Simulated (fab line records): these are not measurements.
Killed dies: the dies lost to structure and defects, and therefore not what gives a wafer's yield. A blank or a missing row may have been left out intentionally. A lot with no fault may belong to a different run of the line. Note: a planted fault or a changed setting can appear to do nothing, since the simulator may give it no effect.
Lot-split experiment -- flow berkeleyCmos170 -- 23 wafers read from 5 lots, route of 331 steps

## ON THE SPLIT
At UCB170_M3_SPUTTER_01 (material Al, target thk 900 nm, time 120 s), the setting timeS was moved away from the recipe's 120 s on 7 of the 23 wafers read, by -11.5% to -3.9%. This setting was run at the recipe's value on the other wafers.

## FROM THE SPLIT TO THE READING: what the file shows between them, 1 step
- UCB170_M3_RS_MEAS_02: measures by four-point-probe

## THE READING
M3_AL_THK, in nm, at UCB170_M3_THK_MEAS_03 (measures by xrf). On this fab line, fault-free wafers typically give 927 nm with a standard deviation of 15 nm.

wafer,"tool, chamber at the split","timeS as run, s",against the recipe,"M3_AL_THK, nm",against lot-mates on the recipe
L076.1,"pvdSputter-02, -",115.3,-3.9%,869,-70
L076.2,"pvdSputter-02, -",115.3,-3.9%,908,-31
L076.3,"pvdSputter-02, -",115.3,-3.9%,915,-24
L076.5,"pvdSputter-02, -",120,recipe,937,-
L076.6,"pvdSputter-02, -",120,recipe,941,-
L080.1,"pvdSputter-01, -",120,recipe,923,-
L080.2,"pvdSputter-01, -",120,recipe,933,-
L080.4,"pvdSputter-01, -",120,recipe,925,-
L080.5,"pvdSputter-01, -",109.8,-8.5%,845,-82
L080.6,"pvdSputter-01, -",109.8,-8.5%,849,-78
L079.1,"pvdSputter-02, -",120,recipe,934,-
L079.2,"pvdSputter-02, -",120,recipe,927,-
L079.3,"pvdSputter-02, -",120,recipe,911,-
L079.4,"pvdSputter-02, -",120,recipe,900,-
L079.6,"pvdSputter-02, -",120,recipe,937,-
L081.1,"pvdSputter-01, -",120,recipe,957,-
L081.4,"pvdSputter-01, -",120,recipe,949,-
L081.5,"pvdSputter-01, -",120,recipe,948,-
L082.1,"pvdSputter-02, -",106.2,-11.5%,826,-85
L082.2,"pvdSputter-02, -",106.2,-11.5%,788,-123
L082.3,"pvdSputter-02, -",120,recipe,931,-
L082.4,"pvdSputter-02, -",120,recipe,905,-
L082.6,"pvdSputter-02, -",120,recipe,898,-

FIT RESULTS
A straight line over all 23 wafers: M3_AL_THK changes by +10.1 nm for each +1% of timeS; r = +0.91; the points scatter about the line by 18 nm.
The same after taking each lot's own level away (the mean of its wafers on the recipe; 23 wafers): +9.27 nm for each +1%; r = +0.94; scatter 13 nm.
On that fit, the largest move of timeS shifts the reading by 1.1e+02 nm.
Across the lots, their own levels run from 911.3 to 951.3 nm, a range of 2.7 times the standard deviation given above.
Hence the lot-to-lot level has little effect on the slope; both slopes agree.
Check: with one of the wafers moved furthest among these (-11.5%) left out of the fit, the line predicts -116 nm for it against its lot-mates. It came out at -85.3 nm against them.

## THE OTHER SPLITS THESE WAFERS WENT THROUGH
Other splits were also applied to these wafers ahead of the reading. Each is held against what the fit with the lots' levels taken away leaves over:
other split on the same wafers,wafers away from the commonest value,r with M3_AL_THK (lot level and that fit taken away)
UCB170_CONTACT_CVD_01 tempC,18,+0.10
UCB170_CONTACT_PEB_13 pebTempC,7,-0.06
UCB170_M1_COAT_04 resistThkNm,6,-0.06
UCB170_V1_CVD_00 timeS,8,+0.20
UCB170_M2_COAT_10 resistThkNm,9,-0.09

## THE WHOLE CHAIN: every reading that the file lists as answering this split, in the file's order
step,what it does,reading,change (the file's fit),r (the file's)
UCB170_M3_SPUTTER_01,"material Al, target thk 900 nm, time 120 s","Al_of_M3_SPUTTER_01.thkNm (the simulator's own value, which no gauge read)",+9.13 nm for each +1% of the setting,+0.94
UCB170_M3_RS_MEAS_02,measures by four-point-probe,M3_AL_RS,-0.000371 for each +1% of the setting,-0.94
UCB170_M3_THK_MEAS_03,measures by xrf,M3_AL_THK,+9.3 for each +1% of the setting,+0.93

## FILE'S OWN FIT
M3_AL_THK changes by +9.3 nm for each +1% of timeS, r = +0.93.
